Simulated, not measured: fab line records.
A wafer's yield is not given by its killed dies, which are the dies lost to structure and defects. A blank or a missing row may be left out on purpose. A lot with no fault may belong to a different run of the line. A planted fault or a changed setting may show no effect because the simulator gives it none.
Struck lot and sound lot, side by side    flow berkeleyCmos170    22 steps out of a route of 331
Sound: the wafers L536.2, L536.5, L536.6. Wafers struck: L550.1, L550.2, L550.4. At the end, the cause is stated.
Per side, at each step with rows, come the tool, then ch with its chambers, and then its first start. Under that, the readings that differ: sound wafers    struck wafers    difference of the means    sigmas: that difference in standard deviations of wafers without a fault.
alike: words and numbers the same on both sides, and readings whose means are apart by under 2 such deviations; not compared: readings that were withheld, readings missing a value for some wafer, numbers with overlapping values and no deviation given by the record, and bounds like >300 which may hide the same value.
The two part at a step that has a row with sigmas, a row that says differs or no value, or rows on one side only. Numbers that don't overlap but have no deviation are shown without sigmas and don't part them. Lack of a reading on every wafer of one side parts them only where that side has two or more wafers.

first, 1 step without rows for these wafers: UCB170_WELLDRIVE_OXIDATION_01 (target thk 199 nm, ox time 9000 s).
UCB170_WELLDRIVE_THK_MEAS_02:
  sound on filmMetro-04, day 4 11:32; struck on filmMetro-04, day 7 04:43
  alike: WELLDRIVE_OXIDE_THK
then, 5 steps without rows for these wafers: UCB170_WELLDRIVE_ANNEAL_03 (time 900 s); UCB170_WELLDRIVE_WET_ETCH_04 (etches SiO2 in BOE, time 120 s); UCB170_ACTIVE_CLEAN_00 (cleans in SPM, time 600 s); UCB170_ACTIVE_CLEAN_01 (cleans in dHF, time 60 s); UCB170_ACTIVE_OXIDATION_02 (target thk 26.4 nm, ox time 1260 s).
UCB170_ACTIVE_THK_MEAS_03:
  sound on filmMetro-03, day 5 03:05; struck on filmMetro-02, day 7 15:50
  alike: ACTIVE_OXIDE_THK
then, 2 steps without rows for these wafers: UCB170_ACTIVE_ANNEAL_04 (time 900 s); UCB170_ACTIVE_CVD_05 (deposits Si3N4 from SiH2Cl2/NH3, target thk 220 nm, time 3300 s).
UCB170_ACTIVE_THK_MEAS_06:
  sound on filmMetro-03, day 5 09:16; struck on filmMetro-03, day 7 22:20
  alike: ACTIVE_NITRIDE_THK
then, 1 step without rows for these wafers: UCB170_ACTIVE_HMDS_07 (prime time 60 s).
UCB170_ACTIVE_COAT_08: resist thk 900 nm.
  sound on lithoTrack-02 ch 0, day 5 09:29; struck on lithoTrack-02 ch 0, day 7 22:32
reading                                 sound              struck             difference  sigmas
model.KrF_of_ACTIVE_COAT_08.thkNm (nm)  901.5 900.5 899.3  953.8 957.3 952.2  +54.0       
then, 4 steps without rows for these wafers: UCB170_ACTIVE_SOFTBAKE_09 (time 60 s); UCB170_ACTIVE_EXPOSE_10 (exposes mask ACTIVE, target cd 1200 nm); UCB170_ACTIVE_PEB_11; UCB170_ACTIVE_DEVELOP_12 (develop time 45 s).
UCB170_ACTIVE_CD_MEAS_13 targets a cd of 1200 nm.
  sound on cdSem-01, day 5 10:37; struck on cdSem-02, day 8 00:28
reading    sound                 struck                difference  sigmas
cdNm (nm)  1197.9 1198.5 1197.4  1202.0 1202.9 1201.2  +4.1        +3
UCB170_ACTIVE_OVL_MEAS_14:
  sound on overlay-02, day 5 10:43; struck on overlay-02, day 8 00:35
  alike: ACTIVE_OVL
UCB170_ACTIVE_ETCH_15: etches Si3N4 in CH3F/Ar/O2, stops on SiO2, target depth 242 nm, time 151 s.
  sound on rieDiel-04 ch 2,3, day 5 10:45; struck on rieDiel-01 ch 0,1,3, day 8 00:37
reading                                 sound              struck           difference  sigmas
model.KrF_of_ACTIVE_COAT_08.thkNm (nm)  722.2 715.4 719.5  783 781.2 781.1  +63         
  alike: drypumpMotorCurrentA, oesProductAu, throttleValvePct
  not compared: rfHoursCounterH
UCB170_ACTIVE_STRIP_16: strips in O2.
  sound on plasmaAsher-02 ch 0,1, day 5 10:51; struck on plasmaAsher-02 ch 0,1, day 8 00:43
reading                   sound              struck             difference  sigmas
stripTimeToEndpointS (s)  18.02 17.86 17.98  19.49 19.43 19.45  +1.50       +14
  alike: drypumpMotorCurrentA, oesProductAu
  not compared: rfHoursCounterH
UCB170_ACTIVE_CD_MEAS_90 targets a cd of 1200 nm.
  sound on cdSem-01, day 5 10:58; struck on cdSem-01, day 8 00:49
reading    sound                 struck                difference  sigmas
cdNm (nm)  1197.5 1198.4 1197.3  1202.0 1202.4 1201.0  +4.1        +3

== WHERE THEY PART ==
Last at UCB170_ACTIVE_CD_MEAS_90 as far as this record goes, first at UCB170_ACTIVE_CD_MEAS_13.

WHY: what the simulator had put in
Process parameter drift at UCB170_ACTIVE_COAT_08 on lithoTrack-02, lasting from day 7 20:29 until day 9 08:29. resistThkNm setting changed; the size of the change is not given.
